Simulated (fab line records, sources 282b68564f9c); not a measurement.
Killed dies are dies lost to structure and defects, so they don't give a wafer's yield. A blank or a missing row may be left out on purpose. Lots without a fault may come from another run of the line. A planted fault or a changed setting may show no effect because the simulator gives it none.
Split-lot experiment | flow rit_cmos | 5 lots, 23 wafers read, on a route of 202 steps

THE SPLIT
At RIT_PWELL_COAT_01 (resist thk 1300 nm), the setting spin_rpm was moved away from the recipe's 2000 rpm on 10 of the 23 wafers read, by -5.6% to +3.0%. The other wafers ran this setting at the recipe's value.

FROM THE SPLIT TO THE READING: what the file shows between them, 3 steps
- RIT_PWELL_SOFTBAKE_02: time 60 s
- RIT_PWELL_EXPOSE_03: exposes mask M3, target cd 43700 nm
- RIT_PWELL_DEVELOP_05: develop time 68 s

THE READING
NOVOLAK_of_PWELL_COAT_01.thk_nm (the simulator's own value, which no gauge read), in nm, at RIT_PWELL_HARDBAKE_07 (time 120 s). The file gives no usual value for it. The 13 wafers here that ran the recipe average 1136 nm, standard deviation 1.7 nm.

wafer  | tool, chamber at the split | spin_rpm as run, rpm | against the recipe | NOVOLAK_of_PWELL_COAT_01.thk_nm, nm | against lot-mates on the recipe
L075.2 | litho_track-04, 0          | 2053                 | +2.6%              | 1124                                | -14
L075.3 | litho_track-04, 0          | 2053                 | +2.6%              | 1127                                | -11
L075.4 | litho_track-04, 0          | 2053                 | +2.6%              | 1123                                | -15
L075.5 | litho_track-04, 0          | 2000                 | recipe             | 1139                                | -
L075.6 | litho_track-04, 0          | 2000                 | recipe             | 1137                                | -
L077.1 | litho_track-04, 0          | 2000                 | recipe             | 1135                                | -
L077.2 | litho_track-04, 0          | 2000                 | recipe             | 1136                                | -
L077.3 | litho_track-04, 0          | 1887                 | -5.6%              | 1168                                | +33
L077.4 | litho_track-04, 0          | 2000                 | recipe             | 1134                                | -
L077.6 | litho_track-04, 0          | 1887                 | -5.6%              | 1172                                | +37
L079.1 | litho_track-01, 0          | 2000                 | recipe             | 1134                                | -
L079.3 | litho_track-01, 0          | 2000                 | recipe             | 1139                                | -
L079.5 | litho_track-01, 0          | 2000                 | recipe             | 1136                                | -
L080.1 | litho_track-02, 0          | 2059                 | +3.0%              | 1115                                | -21
L080.3 | litho_track-02, 0          | 2000                 | recipe             | 1137                                | -
L080.4 | litho_track-02, 0          | 2000                 | recipe             | 1136                                | -
L080.5 | litho_track-02, 0          | 2000                 | recipe             | 1134                                | -
L080.6 | litho_track-02, 0          | 2059                 | +3.0%              | 1116                                | -20
L082.2 | litho_track-02, 0          | 1962                 | -1.9%              | 1147                                | +10
L082.3 | litho_track-02, 0          | 2000                 | recipe             | 1135                                | -
L082.4 | litho_track-02, 0          | 1962                 | -1.9%              | 1148                                | +12
L082.5 | litho_track-02, 0          | 2000                 | recipe             | 1138                                | -
L082.6 | litho_track-02, 0          | 1962                 | -1.9%              | 1145                                | +8

THE FIT
A straight line over all 23 wafers: NOVOLAK_of_PWELL_COAT_01.thk_nm changes by -5.79 nm for each +1% of spin_rpm; r = -0.98; the points scatter about the line by 2.5 nm.
The same after taking each lot's own level away (the mean of its wafers on the recipe; 23 wafers): -5.99 nm for each +1%; r = -0.99; scatter 2 nm.
On that fit, the largest move of spin_rpm shifts the reading by 34 nm.
The lots' own levels span 1135.0 to 1138.0 nm, that is 1.8 times the standard deviation above.
So the lot-to-lot level changes the slope little: the two slopes agree.
Check: with one of the wafers moved furthest among these (-5.6%) left out of the fit, the line predicts +34.3 nm for it against its lot-mates. It came out at +33 nm against them.

OTHER SPLITS ON THESE WAFERS
These wafers also went through other splits before the reading. Each is held against what the fit with the lots' levels taken away leaves over:
other split on the same wafers       | wafers away from the commonest value | r with NOVOLAK_of_PWELL_COAT_01.thk_nm (lot level and that fit taken away)
RIT_ACTIVE_CVD_03 sih2cl2_flow_sccm  | 18                                   | +0.39
RIT_ACTIVE_DEVELOP_10 develop_time_s | 10                                   | +0.01
RIT_ACTIVE_ETCH_13 rf_w              | 5                                    | -0.32
RIT_FOX1_OXIDATION_00 temp_c         | 15                                   | -0.45
RIT_NWELL_IMPLANT_08 energy_kev      | 5                                    | -0.37

THE WHOLE CHAIN: every reading that the file lists as answering this split, in the file's order
step                  | what it does       | reading                                                                          | change (the file's fit)              | r (the file's)
RIT_PWELL_COAT_01     | resist thk 1300 nm | NOVOLAK_of_PWELL_COAT_01.thk_nm (the simulator's own value, which no gauge read) | -7.04 nm for each +1% of the setting | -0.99
RIT_PWELL_HARDBAKE_07 | time 120 s         | NOVOLAK_of_PWELL_COAT_01.thk_nm (the simulator's own value, which no gauge read) | -6.07 nm for each +1% of the setting | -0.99

THE FILE'S OWN FIT
NOVOLAK_of_PWELL_COAT_01.thk_nm changes by -6.07 nm for each +1% of spin_rpm, r = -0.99.
